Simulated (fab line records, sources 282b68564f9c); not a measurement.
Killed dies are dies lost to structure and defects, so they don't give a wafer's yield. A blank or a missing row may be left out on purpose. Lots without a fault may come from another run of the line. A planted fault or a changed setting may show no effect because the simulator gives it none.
Which tool did it? | flow rit_cmos | 14 lots, 42 wafers sampled, at 4 steps of a route of 202

WHAT THE GAUGES READ, wafer by wafer
RIT_ACTIVE_BOW_MEAS_00. Usual: INCOMING_BOW 0 um, standard deviation 5.7.
lot  | measured    | on            | INCOMING_BOW (um) | flag
L244 | day 1 10:02 | film_metro-03 | -11 -11 -5        |
L245 | day 1 15:01 | film_metro-03 | -6 -4 -5          |
L246 | day 1 20:00 | film_metro-03 | 6 6 0             |
L247 | day 2 01:00 | film_metro-03 | 2 -7 4            |
L248 | day 2 06:00 | film_metro-01 | -2 -2 1           |
L249 | day 2 11:02 | film_metro-04 | 2 9 -3            |
L250 | day 2 16:01 | film_metro-04 | 3 -7 3            |
L252 | day 3 02:00 | film_metro-04 | -6 -3 5           |
L254 | day 3 12:00 | film_metro-01 | 3 -1 11           |
L255 | day 3 17:01 | film_metro-04 | 0 0 1             |
L256 | day 3 22:01 | film_metro-04 | 6 -8 -2           |
L262 | day 5 04:02 | film_metro-01 | -11 5 -6          |
L266 | day 6 00:04 | film_metro-01 | -11 12 -3         |
L267 | day 6 05:00 | film_metro-01 | 2 2 -14           |

RIT_FOX2_THK_MEAS_01. Usual: FOX2_OXIDE_THK 350 nm, standard deviation 6.3.
lot  | measured    | on            | FOX2_OXIDE_THK (nm) | flag
L244 | day 1 23:59 | film_metro-04 | 339 340 339         |
L245 | day 2 05:25 | film_metro-04 | 352 345 348         |
L246 | day 2 05:24 | film_metro-01 | 345 351 345         |
L247 | day 2 16:22 | film_metro-02 | 355 357 352         |
L248 | day 2 20:58 | film_metro-04 | 356 356 358         |
L249 | day 3 03:39 | film_metro-04 | 354 355 358         |
L250 | day 3 10:19 | film_metro-04 | 363 354 360         |
L252 | day 3 13:47 | film_metro-04 | 338 343 350         |
L256 | day 4 09:34 | film_metro-02 | 354 350 349         |
L262 | day 5 13:34 | film_metro-02 | 346 355 344         |
L266 | day 6 10:10 | film_metro-04 | 347 344 349         |
L267 | day 6 16:12 | film_metro-04 | 351 355 350         |

RIT_NRETRO_TW_MEAS_10. Usual: NRETRO_TW 1052, standard deviation 12.
lot  | measured    | on            | NRETRO_TW      | flag
L244 | day 2 12:04 | film_metro-04 | 1055 1052 1057 |
L245 | day 2 18:56 | film_metro-04 | 1054 1058 1052 |
L246 | day 2 18:41 | film_metro-01 | 1036 1035 1033 |
L247 | day 3 04:04 | film_metro-04 | 1046 1043 1050 |
L248 | day 3 12:01 | film_metro-04 | 1041 1047 1048 |
L249 | day 3 17:43 | film_metro-03 | 1074 1071 1070 |
L250 | day 3 21:25 | film_metro-01 | 1037 1046 1041 |
L252 | day 4 01:33 | film_metro-04 | 1049 1052 1057 |
L256 | day 4 21:20 | film_metro-04 | 1056 1060 1055 |
L262 | day 6 01:25 | film_metro-01 | 1041 1039 1038 |
L266 | day 7 00:35 | film_metro-03 | 1072 1065 1065 |
L267 | day 7 05:37 | film_metro-01 | 1031 1040 1035 |

WHICH TOOL RAN EACH LOT (tool, then ch and the chambers of the sampled wafers, then the start)
lot  | RIT_ACTIVE_DEVELOP_10
L244 | litho_track-01 ch 0, day 1 15:00
L245 | litho_track-03 ch 0, day 1 21:00
L246 | litho_track-01 ch 0, day 2 00:00
L247 | litho_track-03 ch 0, day 2 06:00
L248 | litho_track-03 ch 0, day 2 10:00
L249 | litho_track-02 ch 0, day 2 17:00
L250 | litho_track-01 ch 0, day 2 23:00
L252 | litho_track-02 ch 0, day 3 07:00
L254 | litho_track-02, day 3 16:00
L255 | litho_track-01, day 3 22:00
L256 | litho_track-02 ch 0, day 4 04:00
L262 | litho_track-01 ch 0, day 5 09:00
L266 | litho_track-01 ch 0, day 6 04:00
L267 | litho_track-01 ch 0, day 6 09:00
- RIT_ACTIVE_DEVELOP_10: develop time 50 s.

WHAT THE TOOLS THEMSELVES READ (means of the sampled wafers that have a number; where no wafer has one, the mark that the record gives instead)
RIT_ACTIVE_DEVELOP_10. Usual: chill_plate_temp_C 23.02 C, standard deviation 0.11; developer_temp_C 22.98 C, standard deviation 0.095.
lot  | tool           | chill_plate_temp_C (C) | developer_temp_C (C) | flag
L244 | litho_track-01 | 23.06                  | 23.00                |
L245 | litho_track-03 | 23.00                  | 22.93                |
L246 | litho_track-01 | 22.80                  | 22.94                |
L247 | litho_track-03 | 23.11                  | 23.00                |
L248 | litho_track-03 | 23.00                  | 23.06                |
L249 | litho_track-02 | 23.04                  | 23.07                |
L250 | litho_track-01 | 22.98                  | 23.02                |
L252 | litho_track-02 | 23.13                  | 22.98                |
L254 | litho_track-02 | -                      | -                    | OFF
L255 | litho_track-01 | -                      | -                    | OFF
L256 | litho_track-02 | 23.06                  | 22.90                |
L262 | litho_track-01 | 22.95                  | 23.02                |
L266 | litho_track-01 | 23.03                  | 22.95                |
L267 | litho_track-01 | 23.01                  | 22.96                |

THE ANSWER, worked out from the rows above alone
Rule: a lot is off if the mean of its wafers that have a number lies more than 3 standard deviations from the usual mean. A lot without any number at a reading at which 4 lots or more have one is off too. The other lots that the step has rows for count as sound. The gauges are gone through in route order, then the tools' own readings, and for those a lot's mean is taken as printed above. The first step at which some lot is off is used, and at that step the reading that is off furthest; a lot without a number counts as furthest.
Off: L254, L255, at RIT_ACTIVE_DEVELOP_10 (chill_plate_temp_C). Without a number there: L254, L255.
A tool fits if, at that step or a process step before it, it ran every lot that is off, and no sound lot after the first of them. None of those tried fits.

WHAT THE SIMULATOR HAD PUT IN
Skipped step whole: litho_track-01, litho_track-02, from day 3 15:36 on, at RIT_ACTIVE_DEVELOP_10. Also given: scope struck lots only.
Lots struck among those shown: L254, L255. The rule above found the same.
